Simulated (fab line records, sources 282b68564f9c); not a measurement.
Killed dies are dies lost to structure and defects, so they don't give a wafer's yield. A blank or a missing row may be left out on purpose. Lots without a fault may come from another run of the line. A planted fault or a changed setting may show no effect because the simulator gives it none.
Which tool did it? | flow rit_cmos | 14 lots, 42 wafers sampled, at 3 steps of a route of 202

WHAT THE GAUGES READ, wafer by wafer
RIT_FOX1_THK_MEAS_01. Usual: FOX1_OXIDE_THK 349 nm, standard deviation 8.
lot  | measured    | on            | FOX1_OXIDE_THK (nm) | flag
L683 | day 1 19:03 | film_metro-01 | 351 354 356         |
L684 | day 2 01:32 | film_metro-03 | 342 338 340         |
L685 | day 2 06:27 | film_metro-01 | 341 344 344         |
L686 | day 2 09:07 | film_metro-02 | 348 348 351         |
L687 | day 2 14:58 | film_metro-03 | 366 360 364         |
L689 | day 3 01:43 | film_metro-03 | 347 351 351         |
L690 | day 3 05:09 | film_metro-01 | 344 343 346         |
L696 | day 4 11:15 | film_metro-01 | 360 359 361         |
L697 | day 4 16:17 | film_metro-01 | 347 356 346         |
L698 | day 4 22:42 | film_metro-01 | 342 344 345         |
L699 | day 5 03:48 | film_metro-01 | 348 352 342         |
L700 | day 5 07:40 | film_metro-03 | 339 341 348         |
L701 | day 5 12:58 | film_metro-02 | 347 349 349         |
L706 | day 6 13:43 | film_metro-03 | 348 345 344         |

RIT_PWELL_OVL_MEAS_06. Usual: PWELL_OVL 0.2 nm, standard deviation 1.4.
lot  | measured    | on         | PWELL_OVL (nm) | flag
L683 | day 2 00:56 | overlay-01 | -1.5 0.6 -1.0  |
L684 | day 2 08:53 | overlay-02 | -1.7 -1.0 -1.7 |
L685 | day 2 12:48 | overlay-02 | 0.1 -0.1 -0.1  |
L686 | day 2 14:13 | overlay-01 | -0.9 0.0 -0.6  |
L687 | day 2 21:55 | overlay-01 | 2.6 1.8 2.2    |
L689 | day 3 06:49 | overlay-01 | -0.3 -1.4 -1.5 |
L690 | day 3 10:12 | overlay-01 | 0.9 0.0 1.6    |
L696 | day 4 16:36 | overlay-02 | -0.8 0.3 -0.6  |
L697 | day 4 21:16 | overlay-01 | 2.0 2.9 2.9    |
L698 | day 5 04:28 | overlay-01 | 0.7 -1.2 -1.1  |
L699 | day 5 09:04 | overlay-01 | -1.2 -0.5 -0.4 |
L700 | day 5 12:46 | overlay-02 | 1.0 2.7 -0.4   |
L701 | day 5 18:35 | overlay-02 | 1.6 0.3 1.5    |
L706 | day 6 18:34 | overlay-01 | 0.2 1.5 1.4    |

RIT_WELLDRIVE_RS_MEAS_01: measures by four-point-probe. Usual: NWELL_RS 275.2 ohm/sq, standard deviation 0.63.
lot  | measured    | on            | NWELL_RS (ohm/sq) | flag
L683 | day 2 07:45 | film_metro-04 | 275.1 275.7 275.8 |
L684 | day 2 14:39 | film_metro-04 | 275.1 274.6 274.6 |
L685 | day 2 19:43 | film_metro-04 | 275.8 274.2 275.4 |
L686 | day 2 20:20 | film_metro-01 | 276.1 275.9 275.8 |
L687 | day 3 03:50 | film_metro-02 | 275.5 274.8 274.6 |
L689 | day 3 14:18 | film_metro-01 | 274.4 273.9 275.0 |
L690 | day 3 16:09 | film_metro-01 | 274.5 275.2 274.4 |
L696 | day 4 23:03 | film_metro-01 | 274.7 274.7 275.5 |
L697 | day 5 04:10 | film_metro-02 | 275.1 275.5 275.1 |
L698 | day 5 10:48 | film_metro-04 | 273.5 273.6 274.7 |
L699 | day 5 15:52 | film_metro-01 | 275.3 275.5 275.6 |
L700 | day 5 18:31 | film_metro-02 | 274.9 275.5 275.9 |
L701 | day 6 00:55 | film_metro-04 | 275.4 275.1 275.8 |
L706 | day 7 01:48 | film_metro-04 | 274.9 274.0 274.3 |

WHICH TOOL RAN EACH LOT (tool, then ch and the chambers of the sampled wafers, then the start)
The record holds no process step before these readings.

WHAT THE TOOLS THEMSELVES READ (means of the sampled wafers that have a number; where no wafer has one, the mark that the record gives instead)
The record holds no such reading with a usual standard deviation.

THE ANSWER, worked out from the rows above alone
Rule: a lot is off if the mean of its wafers that have a number lies more than 3 standard deviations from the usual mean. A lot without any number at a reading at which 4 lots or more have one is off too. The other lots that the step has rows for count as sound. The gauges are gone through in route order, then the tools' own readings, and for those a lot's mean is taken as printed above. The first step at which some lot is off is used, and at that step the reading that is off furthest; a lot without a number counts as furthest.
No lot is off at any reading shown: from this, nothing can be told.

WHAT THE SIMULATOR HAD PUT IN
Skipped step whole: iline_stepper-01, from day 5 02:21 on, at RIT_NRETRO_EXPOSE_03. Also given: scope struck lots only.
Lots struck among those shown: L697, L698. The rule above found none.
